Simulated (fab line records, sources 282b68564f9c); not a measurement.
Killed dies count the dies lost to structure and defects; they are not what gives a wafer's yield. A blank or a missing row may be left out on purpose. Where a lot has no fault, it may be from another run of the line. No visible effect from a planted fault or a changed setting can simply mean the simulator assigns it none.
The tool behind it: which one? + flow rit_cmos + 21 wafers from 7 lots sampled at 2 of the route's 202 steps

## WHAT THE GAUGES SHOWED, per wafer
RIT_SPACER_THK_MEAS_04.
| lot  | measured    | on            | SPACER_NITRIDE_THK (nm) |
|------|-------------|---------------|-------------------------|
| L794 | day 3 04:28 | film_metro-02 | 250.3 249.5 248.1       |
| L796 | day 3 18:25 | film_metro-03 | 250.3 252.0 249.6       |
| L798 | day 4 04:34 | film_metro-02 | 251.5 252.0 248.7       |
| L800 | day 4 15:30 | film_metro-03 | 250.9 252.5 254.3       |
| L806 | day 5 21:43 | film_metro-03 | 240.4 240.8 241.7       |
| L809 | day 6 11:00 | film_metro-02 | 253.7 253.3 252.9       |
| L814 | day 7 10:41 | film_metro-02 | 252.7 250.9 252.2       |

## TOOL THAT RAN EACH LOT (tool first, then ch and the chambers of the sampled wafers, then the start)
| lot  | RIT_SPACER_CVD_03          |
|------|----------------------------|
| L794 | lpcvd-02 ch 1, day 3 02:33 |
| L796 | lpcvd-02 ch 1, day 3 16:28 |
| L798 | lpcvd-01 ch 1, day 4 02:38 |
| L800 | lpcvd-01 ch 1, day 4 13:34 |
| L806 | lpcvd-01 ch 1, day 5 19:48 |
| L809 | lpcvd-02 ch 0, day 6 09:05 |
| L814 | lpcvd-02 ch 0, day 7 08:46 |
- RIT_SPACER_CVD_03: deposits Si3N4 from SiH2Cl2/NH3, target thk 250 nm, time 3300 s.

## THE ANSWER, worked out from the rows above alone
Rule: the usual values come from the lots themselves. Put in order of their means at a reading, lots are off if they are a third of the lots or fewer, leave a main group of 4 or more, and stand apart from it by a gap of 3 or more times the standard deviation of the main group's means; of several such gaps the widest counts. If all means in a main group match to the digits the tables above print for the reading, that group is not used. A lot without any number at a reading at which 4 lots or more have one is off too. The other lots that the step has rows for count as sound.
Off: L806, seen at RIT_SPACER_THK_MEAS_04 (SPACER_NITRIDE_THK). Mean 251.4 nm and standard deviation 1.3 in the main group.
A tool fits if, at a process step before that reading, it ran every lot that is off, and no sound lot after the first of them. The gauges at RIT_SPACER_THK_MEAS_04 are tried like those tools. Undecided on this evidence; 2 tools fit (lpcvd-01 at RIT_SPACER_CVD_03, film_metro-03 at RIT_SPACER_THK_MEAS_04).

## WHAT THE SIMULATOR HAD INSERTED
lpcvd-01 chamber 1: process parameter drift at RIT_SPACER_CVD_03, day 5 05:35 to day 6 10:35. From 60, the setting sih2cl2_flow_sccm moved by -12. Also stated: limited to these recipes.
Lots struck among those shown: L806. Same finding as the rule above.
